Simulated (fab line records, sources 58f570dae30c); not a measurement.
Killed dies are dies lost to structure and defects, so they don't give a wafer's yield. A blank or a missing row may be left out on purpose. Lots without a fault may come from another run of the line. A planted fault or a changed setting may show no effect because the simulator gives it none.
A struck lot beside a sound one | flow berkeley_cmos170 | 19 steps out of a route of 331
Sound: wafers L777.1, L777.4, L777.5. Struck: wafers L784.1, L784.2, L784.3. The cause comes at the end.
At each step with rows: each side's tool, then ch and its chambers, then its first start. Under that, the readings that differ: sound wafers | struck wafers | difference of the means | sigmas: that difference in standard deviations of wafers without a fault.
alike: readings whose means differ by less than 2 such deviations, and words and numbers that are the same on both sides. not compared: withheld readings, readings that some wafer has no value for, bounds like >300 that may hide the same value, and numbers for which the record gives no deviation and whose values overlap.
The two part at a step that has a row with sigmas, a row that says differs or no value, or rows on one side only. Numbers that don't overlap but have no deviation are shown without sigmas and don't part them. A reading that every wafer of one side lacks parts them only if that side has two wafers or more.

first, 4 steps without rows for these wafers: UCB170_PSD_SOFTBAKE_02 (time 60 s); UCB170_PSD_EXPOSE_03 (exposes mask PSELECT MOD, target cd 1200 nm); UCB170_PSD_PEB_04; UCB170_PSD_DEVELOP_05 (develop time 45 s).
UCB170_PSD_CD_MEAS_06: target cd 1200 nm.
  sound on cd_sem-01, day 8 13:57; struck on cd_sem-01, day 10 04:51
  reading    | sound                | struck               | difference | sigmas
  cd_nm (nm) | 1200.8 1201.4 1200.7 | 1197.7 1197.9 1197.6 | -3.2       | -2
UCB170_PSD_OVL_MEAS_07:
  sound on overlay-02, day 8 14:04; struck on overlay-01, day 10 04:58
  reading      | sound | struck      | difference | sigmas
  PSD_OVL (nm) | 9 3 5 | -12 -15 -12 | -19        | -3
then, 1 step without rows for these wafers: UCB170_PSD_IMPLANT_08.
UCB170_PSD_STRIP_09: strips in O2.
  sound on plasma_asher-01 ch 0,1, day 8 14:16; struck on plasma_asher-01 ch 0,1, day 10 05:10
  alike: drypump_motor_current_A, oes_product_au, strip_time_to_endpoint_s
  not compared: rf_hours_counter_h
UCB170_PSD_TW_MEAS_10:
  sound on film_metro-04, day 8 14:22; struck on film_metro-03, day 10 05:16
  reading | sound          | struck         | difference | sigmas
  PSD_TW  | 2379 2378 2381 | 2328 2329 2337 | -48        | -2
then, 3 steps without rows for these wafers: UCB170_PSD_CLEAN_11 (cleans in SPM, time 600 s); UCB170_NSD_HMDS_00 (prime time 60 s); UCB170_NSD_COAT_01 (resist thk 900 nm).
UCB170_NSD_SOFTBAKE_02: time 60 s.
  sound on litho_track-01 ch 0, day 8 15:02; struck on litho_track-01 ch 0, day 10 05:47
  reading                  | sound                | struck               | difference | sigmas
  heater_power_total_W (W) | 56.77 56.77 56.74    | 56.34 56.42 56.33    | -0.40      | -9
  plate_temp_C (C)         | 129.96 130.09 130.23 | 129.12 129.44 129.39 | -0.78      | -6
then, 3 steps without rows for these wafers: UCB170_NSD_EXPOSE_03 (exposes mask NSELECT MOD, target cd 1200 nm); UCB170_NSD_PEB_04; UCB170_NSD_DEVELOP_05 (develop time 45 s).
UCB170_NSD_CD_MEAS_06: target cd 1200 nm.
  sound on cd_sem-02, day 8 15:46; struck on cd_sem-02, day 10 06:45
  reading    | sound                | struck               | difference | sigmas
  cd_nm (nm) | 1200.9 1202.0 1201.1 | 1195.9 1195.1 1196.2 | -5.6       | -5
  not compared: hold
UCB170_NSD_OVL_MEAS_07:
  sound on overlay-02, day 8 15:53; struck on overlay-01, day 10 14:16
  reading | sound | struck                                                                     | difference                   | sigmas
  hold    | - - - | await_dispo/7.4h/release await_dispo/7.4h/release await_dispo/7.4h/release | no value on the sound wafers |
  alike: NSD_OVL
UCB170_M3_PROBE_99:
  the record has rows for the struck wafers here (prober-01, day 11 16:02) and none for the sound ones

WHERE THEY PART
First at UCB170_PSD_CD_MEAS_06; last, within this record, at UCB170_M3_PROBE_99.

WHY: what the simulator had put in
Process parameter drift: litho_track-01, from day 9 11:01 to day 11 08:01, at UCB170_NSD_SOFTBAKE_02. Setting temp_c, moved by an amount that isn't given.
